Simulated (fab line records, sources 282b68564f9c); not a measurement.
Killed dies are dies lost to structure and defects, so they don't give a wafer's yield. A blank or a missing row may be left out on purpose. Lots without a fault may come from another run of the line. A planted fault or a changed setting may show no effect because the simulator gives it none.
Problem report in the 8D (eight disciplines) form, filled by code | flow rit_cmos | the parts of the form that need people (team, actions taken, sign-off) are left out

1. THE PROBLEM
chamber_pressure_mTorr at RIT_ACTIVE_STRIP_14 reads a mean of 4802 mTorr on 6 wafers of 2 lots; wafers without a fault read 4000 mTorr with a standard deviation of 4.2. That is +99 or more standard deviations from the usual mean.
The step: strips in O2, time 180 s.
First seen on wafer L487.1, day 5 13:58, on plasma_asher-04. The record holds 42 wafers of 14 lots with a number at this step. Rule for "out", or "out of limits": more than 4 standard deviations from the usual mean. The other wafers with a number count as sound.

2. WHAT IT IS AND WHAT IT IS NOT
question                    | is                     | is not
which readings at this step | chamber_pressure_mTorr | drypump_motor_current_A
which lots                  | L487, L488             | L468, L469, L471, L473, L474, L475, L477, L478, L479, L483, L484, L489
which wafers of those lots  | all that have a number | -
read on which tools         | plasma_asher-04        | plasma_asher-01, plasma_asher-03
when                        | from day 5 13:58       | up to then (33 sound wafers); but 3 sound wafers of L489 came after

3. SUSPECTS, AND WHAT RULES EACH OUT
Counting: a tool at a process step up to the reading stays a suspect if it ran every lot that is out and no sound lot after the first of them.
- plasma_asher-04 at RIT_ACTIVE_STRIP_14 (strips in O2, time 180 s): kept. It ran every lot that is out, first L487 (day 5 13:58), and no sound lot after that; its last sound lot up to then is L484 (day 4 22:58). Its own readings are out on those wafers: chamber_pressure_mTorr.
Left after counting: plasma_asher-04 at RIT_ACTIVE_STRIP_14.

4. THE CAUSE (what the simulator had put in)
Process parameter drift: plasma_asher-04, from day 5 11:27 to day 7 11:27, at RIT_ACTIVE_STRIP_14. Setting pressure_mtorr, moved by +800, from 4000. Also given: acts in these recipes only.
Counting left only this tool.

5. THE CHAIN OF EFFECTS, in route order
Each row: a reading whose mean over the struck wafers that have a number lies more than 3 standard deviations from the usual. Only readings for which the record gives a usual standard deviation are gone through. hours: the time from each lot's start at the first step in this table that gives one to its start at this step, as a median over the lots. sigmas: the change in usual standard deviations.
hours | step                | reading                | usual      | on struck wafers | change | sigmas
0     | RIT_ACTIVE_STRIP_14 | chamber_pressure_mTorr | 4000 mTorr | 4802             | +802   | +99 or more
The process steps in it:
- RIT_ACTIVE_STRIP_14: strips in O2, time 180 s.

6. WHAT WOULD HAVE CAUGHT IT SOONER
In this record the first reading out of limits was taken at day 5 13:58, 3 hours after the fault began at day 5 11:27.
